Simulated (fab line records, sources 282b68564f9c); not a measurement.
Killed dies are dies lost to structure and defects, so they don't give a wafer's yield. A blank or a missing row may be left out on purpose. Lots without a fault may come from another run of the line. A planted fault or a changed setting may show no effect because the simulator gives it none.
A struck lot beside a sound one | flow rit_cmos | 21 steps out of a route of 202
Sound: wafers L471.1, L471.2, L471.4. Struck: wafers L479.2, L479.4, L479.6. The cause comes at the end.
At each step with rows: each side's tool, then ch and its chambers, then its first start. Under that, the readings that differ: sound wafers | struck wafers | difference of the means | sigmas: that difference in standard deviations of wafers without a fault.
alike: readings whose means differ by less than 2 such deviations, and words and numbers that are the same on both sides. not compared: withheld readings, readings that some wafer has no value for, bounds like >300 that may hide the same value, and numbers for which the record gives no deviation and whose values overlap.
The two part at a step that has a row with sigmas, a row that says differs or no value, or rows on one side only. Numbers that don't overlap but have no deviation are shown without sigmas and don't part them. A reading that every wafer of one side lacks parts them only if that side has two wafers or more.

first, 3 steps without rows for these wafers: RIT_GATE_CLEAN_02 (cleans in dHF, time 30 s); RIT_GATE_CLEAN_03 (cleans in SC2, time 600 s); RIT_GATE_CLEAN_04 (cleans in dHF, time 60 s).
RIT_FOX2_THK_MEAS_91:
  sound on film_metro-04, day 5 06:29; struck on film_metro-03, day 7 03:20
  alike: FIELD_OXIDE_LEFT_2_THK
then, 2 steps without rows for these wafers: RIT_GATE_OXIDATION_05 (target thk 3 nm, ox time 270 s); RIT_GATE_ANNEAL_06 (time 600 s).
RIT_GATE_THK_MEAS_07:
  sound on film_metro-01, day 5 08:57; struck on film_metro-03, day 7 07:54
  alike: GATE_OXIDE_THK
then, 1 step without rows for these wafers: RIT_GATE_CVD_08 (deposits poly-Si from SiH4, target thk 250 nm, time 2220 s).
RIT_GATE_THK_MEAS_09:
  sound on film_metro-04, day 5 10:37; struck on film_metro-04, day 7 09:34
  alike: GATE_POLY_THK
then, 3 steps without rows for these wafers: RIT_GATE_HMDS_10 (prime time 60 s); RIT_GATE_COAT_11 (resist thk 850 nm); RIT_GATE_SOFTBAKE_12 (time 60 s).
RIT_GATE_EXPOSE_13: exposes mask M6, target cd 150 nm.
  sound on iline_stepper-02 ch 0, day 5 11:08; struck on iline_stepper-01 ch 0, day 7 10:13
  reading              | sound             | struck            | difference | sigmas
  exposure_dose_mJ_cm2 | 379.5 380.2 379.9 | 321.8 321.7 321.8 | -58.1      | -99 or more
  alike: mask
then, 2 steps without rows for these wafers: RIT_GATE_PEB_14; RIT_GATE_DEVELOP_15 (develop time 50 s).
RIT_GATE_CD_MEAS_16: target cd 150 nm.
  sound on cd_sem-02, day 5 11:32; struck on cd_sem-01, day 7 10:37
  reading    | sound             | struck            | difference | sigmas
  cd_nm (nm) | 147.0 148.4 146.3 | 229.8 230.5 228.8 | +82.5      | +27
RIT_GATE_OVL_MEAS_17:
  sound on overlay-01, day 5 11:39; struck on overlay-02, day 7 10:44
  alike: GATE_OVL
then, 1 step without rows for these wafers: RIT_GATE_HARDBAKE_18 (time 60 s).
RIT_GATE_ETCH_19: etches poly-Si in SF6/CHF3/O2, stops on SiO2, time 165 s, target depth 312.5 nm.
  sound on rie_si-02 ch 0,2,3, day 5 11:51; struck on rie_si-02 ch 1,3, day 7 10:55
  reading               | sound             | struck            | difference | sigmas
  model.GATE.cd_nm (nm) | 146.8 148.8 146.1 | 229.9 230.5 229.1 | +82.6      |
  alike: CHF3_flow_sccm, drypump_motor_current_A, he_backside_leak_sccm, oes_product_au, rf_fwd_power_W, throttle_valve_pct
  not compared: rf_hours_counter_h
RIT_GATE_STRIP_20: strips in O2, time 180 s.
  sound on plasma_asher-01 ch 0,1, day 5 11:57; struck on plasma_asher-01 ch 1, day 7 11:01
  alike: drypump_motor_current_A
  not compared: rf_hours_counter_h
RIT_M1_PROBE_99:
  sound on prober-01, day 6 07:50; struck on prober-01, day 8 07:25
  reading             | sound | struck      | difference | sigmas
  killed_at_front_end | 4 7 7 | 264 264 264 | +258       | +86
  killed_dies         | 4 7 7 | 264 264 264 | +258       | +83
  killed_on_rim       | 0 2 2 | 70 70 70    | +69        | +49
  alike: killed_open, killed_short

WHERE THEY PART
First at RIT_GATE_EXPOSE_13; last, within this record, at RIT_M1_PROBE_99.

WHY: what the simulator had put in
Process parameter drift: iline_stepper-01, from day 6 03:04 on, at RIT_GATE_EXPOSE_13. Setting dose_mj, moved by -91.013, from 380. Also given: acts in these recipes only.
